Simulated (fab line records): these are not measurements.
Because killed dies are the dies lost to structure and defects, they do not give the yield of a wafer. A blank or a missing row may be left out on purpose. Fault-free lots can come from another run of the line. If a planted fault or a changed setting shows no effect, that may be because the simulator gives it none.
Which tool was responsible? :: flow berkeley cmos170 :: 42 wafers from 14 lots sampled at 6 of the route's 331 steps

## WHAT EACH GAUGE READ, for each wafer
UCB170_CONTACT_CD_MEAS_90 targets a cd of 700 nm.
lot: L685
measured: day 7 13:55
on: cd sem-02
cd nm (nm): 699.0 700.7 701.5

lot: L687
measured: day 7 16:31
on: cd sem-01
cd nm (nm): 699.2 698.1 699.3

lot: L686
measured: day 7 17:03
on: cd sem-01
cd nm (nm): 698.9 697.0 698.1

lot: L688
measured: day 7 22:40
on: cd sem-01
cd nm (nm): 699.3 699.3 697.1

lot: L691
measured: day 8 17:32
on: cd sem-02
cd nm (nm): 698.7 699.1 699.0

lot: L693
measured: day 8 23:15
on: cd sem-02
cd nm (nm): 698.2 697.8 695.9

lot: L695
measured: day 9 10:22
on: cd sem-01
cd nm (nm): 701.0 701.7 701.6

lot: L697
measured: day 9 12:17
on: cd sem-02
cd nm (nm): 696.7 697.4 700.0

lot: L696
measured: day 9 14:14
on: cd sem-02
cd nm (nm): 697.3 698.0 697.9

lot: L699
measured: day 10 00:09
on: cd sem-02
cd nm (nm): 700.1 700.6 700.3

lot: L700
measured: day 10 03:43
on: cd sem-02
cd nm (nm): 698.0 700.0 700.1

lot: L701
measured: day 10 15:54
on: cd sem-01
cd nm (nm): 702.4 699.5 702.4

lot: L706
measured: day 11 04:13
on: cd sem-02
cd nm (nm): 698.1 695.3 696.8

lot: L708
measured: day 11 18:27
on: cd sem-01
cd nm (nm): 700.2 696.9 697.3

UCB170_M1_OVL_MEAS_10.
lot: L685
measured: day 7 15:28
on: overlay-01
M1_OVL (nm): -1 -8 -9

lot: L687
measured: day 7 18:14
on: overlay-02
M1_OVL (nm): 1 4 2

lot: L686
measured: day 7 18:34
on: overlay-02
M1_OVL (nm): 12 8 7

lot: L688
measured: day 8 00:26
on: overlay-02
M1_OVL (nm): 0 5 4

lot: L691
measured: day 8 19:04
on: overlay-02
M1_OVL (nm): 12 9 6

lot: L693
measured: day 9 02:02
on: overlay-02
M1_OVL (nm): 11 6 10

lot: L695
measured: day 9 12:30
on: overlay-01
M1_OVL (nm): 7 12 10

lot: L697
measured: day 9 14:21
on: overlay-01
M1_OVL (nm): -8 -4 -3

lot: L696
measured: day 9 19:23
on: overlay-02
M1_OVL (nm): -7 -1 2

lot: L699
measured: day 10 01:44
on: overlay-02
M1_OVL (nm): 1 5 2

lot: L700
measured: day 10 06:43
on: overlay-02
M1_OVL (nm): -5 -5 -12

lot: L701
measured: day 10 18:28
on: overlay-02
M1_OVL (nm): -6 -1 1

lot: L706
measured: day 11 05:50
on: overlay-01
M1_OVL (nm): 7 4 2

lot: L708
measured: day 11 20:46
on: overlay-01
M1_OVL (nm): 8 8 6

UCB170_V1_THK_MEAS_04.
lot: L685
measured: day 7 19:50
on: film metro-02
V1_POLISHED_THK (nm): 1000.2 999.3 998.7

lot: L687
measured: day 8 01:34
on: film metro-03
V1_POLISHED_THK (nm): 998.5 998.6 999.5

lot: L686
measured: day 8 01:52
on: film metro-02
V1_POLISHED_THK (nm): 1000.2 999.9 998.1

lot: L688
measured: day 8 05:52
on: film metro-01
V1_POLISHED_THK (nm): 999.0 998.3 997.8

lot: L691
measured: day 8 23:35
on: film metro-03
V1_POLISHED_THK (nm): 999.5 999.6 1000.0

lot: L693
measured: day 9 07:35
on: film metro-03
V1_POLISHED_THK (nm): 1002.3 1000.8 1000.6

lot: L695
measured: day 9 15:47
on: film metro-01
V1_POLISHED_THK (nm): 1000.9 999.8 999.6

lot: L697
measured: day 9 17:05
on: film metro-01
V1_POLISHED_THK (nm): 1000.1 1001.0 1000.0

lot: L696
measured: day 9 22:34
on: film metro-03
V1_POLISHED_THK (nm): 923.8 999.0 999.1

lot: L699
measured: day 10 07:28
on: film metro-03
V1_POLISHED_THK (nm): 924.3 999.5 999.2

lot: L700
measured: day 10 10:17
on: film metro-03
V1_POLISHED_THK (nm): 997.6 997.8 997.8

lot: L701
measured: day 10 21:46
on: film metro-01
V1_POLISHED_THK (nm): 998.3 999.1 996.4

lot: L706
measured: day 11 08:49
on: film metro-03
V1_POLISHED_THK (nm): 1000.1 999.5 1000.7

lot: L708
measured: day 11 23:35
on: film metro-02
V1_POLISHED_THK (nm): 998.9 997.6 999.0

UCB170_M2_RS_MEAS_02: measures by four-point-probe.
lot: L685
measured: day 7 21:58
on: film metro-03
M2_AL_RS (ohm/sq): 0.0321 0.0316 0.0318

lot: L687
measured: day 8 03:58
on: film metro-02
M2_AL_RS (ohm/sq): 0.0320 0.0322 0.0323

lot: L686
measured: day 8 05:34
on: film metro-04
M2_AL_RS (ohm/sq): 0.0320 0.0316 0.0319

lot: L688
measured: day 8 08:02
on: film metro-03
M2_AL_RS (ohm/sq): 0.0324 0.0324 0.0325

lot: L691
measured: day 9 02:21
on: film metro-04
M2_AL_RS (ohm/sq): 0.0322 0.0327 0.0328

lot: L693
measured: day 9 09:52
on: film metro-03
M2_AL_RS (ohm/sq): 0.0319 0.0312 0.0318

lot: L695
measured: day 9 20:01
on: film metro-02
M2_AL_RS (ohm/sq): 0.0327 0.0319 0.0321

lot: L697
measured: day 9 20:35
on: film metro-03
M2_AL_RS (ohm/sq): 0.0317 0.0318 0.0317

lot: L696
measured: day 10 00:58
on: film metro-02
M2_AL_RS (ohm/sq): 0.0319 0.0328 0.0325

lot: L699
measured: day 10 09:37
on: film metro-04
M2_AL_RS (ohm/sq): 0.0317 0.0315 0.0316

lot: L700
measured: day 10 12:21
on: film metro-02
M2_AL_RS (ohm/sq): 0.0325 0.0323 0.0325

lot: L701
measured: day 11 00:11
on: film metro-02
M2_AL_RS (ohm/sq): 0.0323 0.0325 0.0320

lot: L706
measured: day 11 12:14
on: film metro-03
M2_AL_RS (ohm/sq): 0.0320 0.0316 0.0315

lot: L708
measured: day 12 01:40
on: film metro-03
M2_AL_RS (ohm/sq): 0.0326 0.0326 0.0323

## WHICH TOOL RAN EACH LOT (tool, then ch and the chambers of the sampled wafers, then the start)
lot: L685
UCB170_V1_CMP_02: cmp-02 ch 0,2,3, day 7 19:25
UCB170_V1_ETCH_14: rie diel-01 ch 1,2,3, day 7 21:26

lot: L687
UCB170_V1_CMP_02: cmp-02 ch 0,1,2, day 8 01:09
UCB170_V1_ETCH_14: rie diel-03 ch 0,1,2, day 8 03:25

lot: L686
UCB170_V1_CMP_02: cmp-02 ch 0,2,3, day 8 01:30
UCB170_V1_ETCH_14: rie diel-03 ch 0,2,3, day 8 05:01

lot: L688
UCB170_V1_CMP_02: cmp-01 ch 0,3, day 8 05:26
UCB170_V1_ETCH_14: rie diel-01 ch 0,1,2, day 8 07:28

lot: L691
UCB170_V1_CMP_02: cmp-02 ch 0,2,3, day 8 23:08
UCB170_V1_ETCH_14: rie diel-03 ch 0,2,3, day 9 01:46

lot: L693
UCB170_V1_CMP_02: cmp-02 ch 1,2, day 9 07:12
UCB170_V1_ETCH_14: rie diel-02 ch 1,3, day 9 09:16

lot: L695
UCB170_V1_CMP_02: cmp-02 ch 0,2,3, day 9 15:22
UCB170_V1_ETCH_14: rie diel-03 ch 1,2,3, day 9 19:28

lot: L697
UCB170_V1_CMP_02: cmp-01 ch 0,1,2, day 9 16:40
UCB170_V1_ETCH_14: rie diel-01 ch 1,3, day 9 20:01

lot: L696
UCB170_V1_CMP_02: cmp-01 ch 0,1,3, day 9 22:14
UCB170_V1_ETCH_14: rie diel-02 ch 0,1, day 10 00:25

lot: L699
UCB170_V1_CMP_02: cmp-01 ch 1,2,3, day 10 07:11
UCB170_V1_ETCH_14: rie diel-01 ch 0,2,3, day 10 09:03

lot: L700
UCB170_V1_CMP_02: cmp-02 ch 0,1,3, day 10 09:58
UCB170_V1_ETCH_14: rie diel-02 ch 1,2, day 10 11:48

lot: L701
UCB170_V1_CMP_02: cmp-02 ch 0,1,3, day 10 21:26
UCB170_V1_ETCH_14: rie diel-02 ch 0,1,3, day 10 23:38

lot: L706
UCB170_V1_CMP_02: cmp-02 ch 0,2,3, day 11 08:31
UCB170_V1_ETCH_14: rie diel-01 ch 0,2,3, day 11 11:33

lot: L708
UCB170_V1_CMP_02: cmp-02 ch 0,1, day 11 23:12
UCB170_V1_ETCH_14: rie diel-01 ch 1,2, day 12 01:07
- UCB170_V1_CMP_02: polishes SiO2.
- UCB170_V1_ETCH_14: etches SiO2 in CHF3/CF4/Ar, stops on Al, target depth 1250 nm, time 291 s.

## WHAT THE TOOLS THEMSELVES READ (means of the sampled wafers that have a number; where no wafer has one, the mark that the record gives instead)
UCB170_V1_CMP_02.
lot: L685
tool: cmp-02
head pressure psi (psi): 5.987
motor current A (A): 14.4
platen rpm (rpm): 59.98

lot: L687
tool: cmp-02
head pressure psi (psi): 5.999
motor current A (A): 14.6
platen rpm (rpm): 60.04

lot: L686
tool: cmp-02
head pressure psi (psi): 5.996
motor current A (A): 14.3
platen rpm (rpm): 60.00

lot: L688
tool: cmp-01
head pressure psi (psi): 6.003
motor current A (A): 14.9
platen rpm (rpm): 60.04

lot: L691
tool: cmp-02
head pressure psi (psi): 6.002
motor current A (A): 14.6
platen rpm (rpm): 60.01

lot: L693
tool: cmp-02
head pressure psi (psi): 6.005
motor current A (A): 15.0
platen rpm (rpm): 59.97

lot: L695
tool: cmp-02
head pressure psi (psi): 5.996
motor current A (A): 14.4
platen rpm (rpm): 60.01

lot: L697
tool: cmp-01
head pressure psi (psi): 6.003
motor current A (A): 14.8
platen rpm (rpm): 59.95

lot: L696
tool: cmp-01
head pressure psi (psi): 5.992
motor current A (A): 15.2
platen rpm (rpm): 60.02

lot: L699
tool: cmp-01
head pressure psi (psi): 5.995
motor current A (A): 15.7
platen rpm (rpm): 60.00

lot: L700
tool: cmp-02
head pressure psi (psi): 6.012
motor current A (A): 15.3
platen rpm (rpm): 60.01

lot: L701
tool: cmp-02
head pressure psi (psi): 5.996
motor current A (A): 15.3
platen rpm (rpm): 60.02

lot: L706
tool: cmp-02
head pressure psi (psi): 5.987
motor current A (A): 14.6
platen rpm (rpm): 60.00

lot: L708
tool: cmp-02
head pressure psi (psi): 6.003
motor current A (A): 15.9
platen rpm (rpm): 60.00

UCB170_V1_ETCH_14.
lot: L685
tool: rie diel-01
drypump motor current A (A): 6.0
oes product au (a.u.): 0.870
throttle valve pct (%): 7.07

lot: L687
tool: rie diel-03
drypump motor current A (A): 5.9
oes product au (a.u.): 0.877
throttle valve pct (%): 6.89

lot: L686
tool: rie diel-03
drypump motor current A (A): 6.0
oes product au (a.u.): 0.880
throttle valve pct (%): 6.91

lot: L688
tool: rie diel-01
drypump motor current A (A): 6.1
oes product au (a.u.): 0.870
throttle valve pct (%): 7.08

lot: L691
tool: rie diel-03
drypump motor current A (A): 5.9
oes product au (a.u.): 0.884
throttle valve pct (%): 6.92

lot: L693
tool: rie diel-02
drypump motor current A (A): 5.4
oes product au (a.u.): 0.864
throttle valve pct (%): 6.91

lot: L695
tool: rie diel-03
drypump motor current A (A): 6.0
oes product au (a.u.): 0.880
throttle valve pct (%): 6.98

lot: L697
tool: rie diel-01
drypump motor current A (A): 6.2
oes product au (a.u.): 0.878
throttle valve pct (%): 7.04

lot: L696
tool: rie diel-02
drypump motor current A (A): 5.6
oes product au (a.u.): 0.867
throttle valve pct (%): 6.97

lot: L699
tool: rie diel-01
drypump motor current A (A): 5.8
oes product au (a.u.): 0.864
throttle valve pct (%): 7.02

lot: L700
tool: rie diel-02
drypump motor current A (A): 5.1
oes product au (a.u.): 0.864
throttle valve pct (%): 7.03

lot: L701
tool: rie diel-02
drypump motor current A (A): 5.5
oes product au (a.u.): 0.871
throttle valve pct (%): 6.95

lot: L706
tool: rie diel-01
drypump motor current A (A): 5.8
oes product au (a.u.): 0.878
throttle valve pct (%): 7.03

lot: L708
tool: rie diel-01
drypump motor current A (A): 6.3
oes product au (a.u.): 0.871
throttle valve pct (%): 7.10

## THE ANSWER, worked out from the rows above alone
Rule: what is usual is taken from the lots themselves. Put in order of their means at a reading, lots are off if they are a third of the lots or fewer, leave a main group of 4 or more, and stand apart from it by a gap of 3 or more times the standard deviation of the main group's means; of several such gaps the widest counts. A main group is skipped when, at the precision printed for the reading in the tables above, its means are all equal. A lot without any number at a reading at which 4 lots or more have one is off too. All remaining lots with rows at the step are treated as sound. First the gauges in route order, then the tools' own readings, where a lot's mean is used as printed above. At the first step where some lot is off, the reading lying furthest off is the one used; lots without a number count as furthest.
Off: L696, L699, seen at UCB170_V1_THK_MEAS_04 (V1_POLISHED_THK). Main group: mean 999.3 nm, sd 1.
A tool fits if, at a process step before that reading, it ran every lot that is off, and no sound lot after the first of them. The gauges at UCB170_V1_THK_MEAS_04 are tried like those tools. One fits: cmp-01 at UCB170_V1_CMP_02. A fault onset in the window from L697 (day 9 16:40, its last sound lot) to L696 (day 9 22:14, its first lot off) fits.

## WHAT HAD BEEN PUT IN BY THE SIMULATOR
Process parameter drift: cmp-01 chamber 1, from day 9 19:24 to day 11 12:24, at UCB170_V1_CMP_02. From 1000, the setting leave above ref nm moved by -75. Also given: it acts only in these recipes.
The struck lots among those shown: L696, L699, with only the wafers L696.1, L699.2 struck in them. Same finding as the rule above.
